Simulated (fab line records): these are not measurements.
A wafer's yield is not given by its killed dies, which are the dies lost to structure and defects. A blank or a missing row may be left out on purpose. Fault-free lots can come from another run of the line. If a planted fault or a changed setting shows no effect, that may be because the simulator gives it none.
Check of tool commonality    flow berkeley cmos170    Lots sampled 14, wafers sampled 48

== THE REASON FOR OPENING IT ==
2 of 14 lots carry a flag on the reading PLDD_RS at UCB170_SDANNEAL_RS_MEAS_04. Wafers without a fault read 1031.6 ohm/sq, standard deviation 2.7.
Rule: a lot is flagged in two cases, either no wafer of it has a number, or all its wafers with numbers fall more than 4 standard deviations from that mean. The rest of the lots are taken to be sound.

lot   measured      on             PLDD_RS (ohm/sq), wafer by wafer           flag
L100  day 8 17:06   film metro-02  1033.4 1034.1 1030.4                       
L102  day 8 17:19   film metro-04  1033.1 1033.7 1030.4                       
L101  day 8 17:30   film metro-03  1030.7 1035.5 1035.6                       
L104  day 9 11:13   film metro-02  1026.7 1027.6 1029.5                       
L106  day 9 20:40   film metro-03  1028.1 1029.6 1029.8                       
L109  day 10 09:55  film metro-02  1027.2 1029.3 1030.2                       
L110  day 10 10:23  film metro-04  1034.4 1032.1 1030.7                       
L108  day 10 10:44  film metro-02  1035.7 1033.2 1035.8                       
L111  day 10 21:36  film metro-03  1030.8 1031.4 1032.6                       
L112  day 10 21:38  film metro-04  1031.5 1031.3 1029.4                       
L114  day 11 22:31  film metro-04  1028.8 1029.4 1025.3                       
L120  day 13 08:38  film metro-03  1104.7 1103.9 1108.2 1103.9 1103.6 1106.8  FLAGGED
L122  day 13 10:42  film metro-03  1031.3 1032.9 1032.0                       
L121  day 13 10:44  film metro-02  1104.9 1103.8 1103.3 1104.8 1103.6 1107.4  FLAGGED
On average the flagged lots' numbers are 1104.9 ohm/sq, which is +73.3 ohm/sq against the usual, or +27 standard deviations.

== TOOL THAT RAN EACH LOT ==
The record holds 1 process step before the reading, out of a route of 331 steps. In each cell: the tool, then ch and the chambers that the sampled wafers went through, then the start.
lot   flag     UCB170_PLDD_IMPLANT_09
L100           implanter-02 ch 0, day 8 04:02
L102           implanter-04 ch 0, day 8 04:14
L101           implanter-03 ch 0, day 8 04:28
L104           implanter-04 ch 0, day 8 18:58
L106           implanter-04 ch 0, day 9 02:57
L109           implanter-03 ch 0, day 9 19:55
L110           implanter-04 ch 0, day 9 20:26
L108           implanter-02 ch 0, day 9 20:08
L111           implanter-04 ch 0, day 10 05:39
L112           implanter-02 ch 0, day 10 05:49
L114           implanter-03 ch 0, day 11 06:23
L120  FLAGGED  implanter-03 ch 0, day 12 14:56
L122           implanter-04 ch 0, day 12 19:27
L121  FLAGGED  implanter-03 ch 0, day 12 15:50
What is done by these steps:
- UCB170_PLDD_IMPLANT_09
- UCB170_SDANNEAL_RS_MEAS_04: measures by four-point-probe.

== FLAGGED AGAINST TOTAL, ONE TOOL AT A TIME (gauges that did the reading follow at the end) ==
step                        tool           lots run  flagged  share of the flagged lots  sound lots run after its first flagged lot
UCB170_PLDD_IMPLANT_09      implanter-02   3         0        none                       -
UCB170_PLDD_IMPLANT_09      implanter-03   5         2        all                        0
UCB170_PLDD_IMPLANT_09      implanter-04   6         0        none                       -
UCB170_SDANNEAL_RS_MEAS_04  film metro-02  5         1        some                       0
UCB170_SDANNEAL_RS_MEAS_04  film metro-03  5         1        some                       1 (L122)
UCB170_SDANNEAL_RS_MEAS_04  film metro-04  4         0        none                       -

== WHAT THE TABLE PERMITS ==
All flagged lots share 1 row of the table, namely implanter-03 at UCB170_PLDD_IMPLANT_09.
- implanter-03 at UCB170_PLDD_IMPLANT_09: 2 of its 5 lots flagged. A fault beginning between L114 (day 11 06:23), its last sound lot, and L120 (day 12 14:56), its first flagged one, fits the data. Its own readings lie more than 4 standard deviations out on every wafer of the flagged lots: dose ions cm2, faraday current uA.
What remains is a single tool, implanter-03 at UCB170_PLDD_IMPLANT_09.

== WHAT WAS PUT IN BY THE SIMULATOR ==
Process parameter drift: implanter-03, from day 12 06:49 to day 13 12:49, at UCB170_PLDD_IMPLANT_09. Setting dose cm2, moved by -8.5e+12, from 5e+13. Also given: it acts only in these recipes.
Shown lots that were struck: L120, L121. Same finding as the rule above.
